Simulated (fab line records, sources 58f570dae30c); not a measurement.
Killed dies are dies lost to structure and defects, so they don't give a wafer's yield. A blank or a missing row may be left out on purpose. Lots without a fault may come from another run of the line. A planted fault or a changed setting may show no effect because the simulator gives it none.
Which tool did it? | flow berkeley_cmos170 | 7 lots, 21 wafers sampled, at 2 steps of a route of 331

WHAT THE GAUGES READ, wafer by wafer
UCB170_NLDD_TW_MEAS_11.
lot  | measured     | on            | NLDD_TW
L842 | day 8 00:13  | film_metro-03 | 2212 2214 2212
L846 | day 8 18:09  | film_metro-01 | 2182 2193 2178
L848 | day 9 04:17  | film_metro-01 | 2197 2204 2201
L851 | day 9 21:58  | film_metro-03 | 2224 2216 2218
L856 | day 11 04:01 | film_metro-04 | 2392 2384 2394
L862 | day 12 08:48 | film_metro-01 | 2192 2188 2204
L864 | day 12 18:16 | film_metro-04 | 2233 2239 2244

WHICH TOOL RAN EACH LOT (tool, then ch and the chambers of the sampled wafers, then the start)
lot  | UCB170_NLDD_IMPLANT_08
L842 | implanter-03 ch 0, day 7 23:50
L846 | implanter-03 ch 0, day 8 17:45
L848 | implanter-04 ch 0, day 9 03:53
L851 | implanter-04 ch 0, day 9 21:34
L856 | implanter-04 ch 0, day 11 03:37
L862 | implanter-02 ch 0, day 12 08:25
L864 | implanter-02 ch 0, day 12 17:55
- UCB170_NLDD_IMPLANT_08

THE ANSWER, worked out from the rows above alone
Rule: what is usual is taken from the lots themselves. Put in order of their means at a reading, lots are off if they are a third of the lots or fewer, leave a main group of 4 or more, and stand apart from it by a gap of 3 or more times the standard deviation of the main group's means; of several such gaps the widest counts. A main group whose means are all the same, to the digits that the tables above print for the reading, isn't used. A lot without any number at a reading at which 4 lots or more have one is off too. The other lots that the step has rows for count as sound.
Off: L856, at UCB170_NLDD_TW_MEAS_11 (NLDD_TW). The main group: mean 2208, standard deviation 18.
A tool fits if, at a process step before that reading, it ran every lot that is off, and no sound lot after the first of them. The gauges at UCB170_NLDD_TW_MEAS_11 are tried like those tools. One fits: implanter-04 at UCB170_NLDD_IMPLANT_08. Its last sound lot is L851 (day 9 21:34), its first lot that is off L856 (day 11 03:37): a fault that began between those two fits.

WHAT THE SIMULATOR HAD PUT IN
Process parameter drift: implanter-04, from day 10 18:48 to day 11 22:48, at UCB170_NLDD_IMPLANT_08. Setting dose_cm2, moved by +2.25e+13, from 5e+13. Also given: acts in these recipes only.
Lots struck among those shown: L856. The rule above found the same.
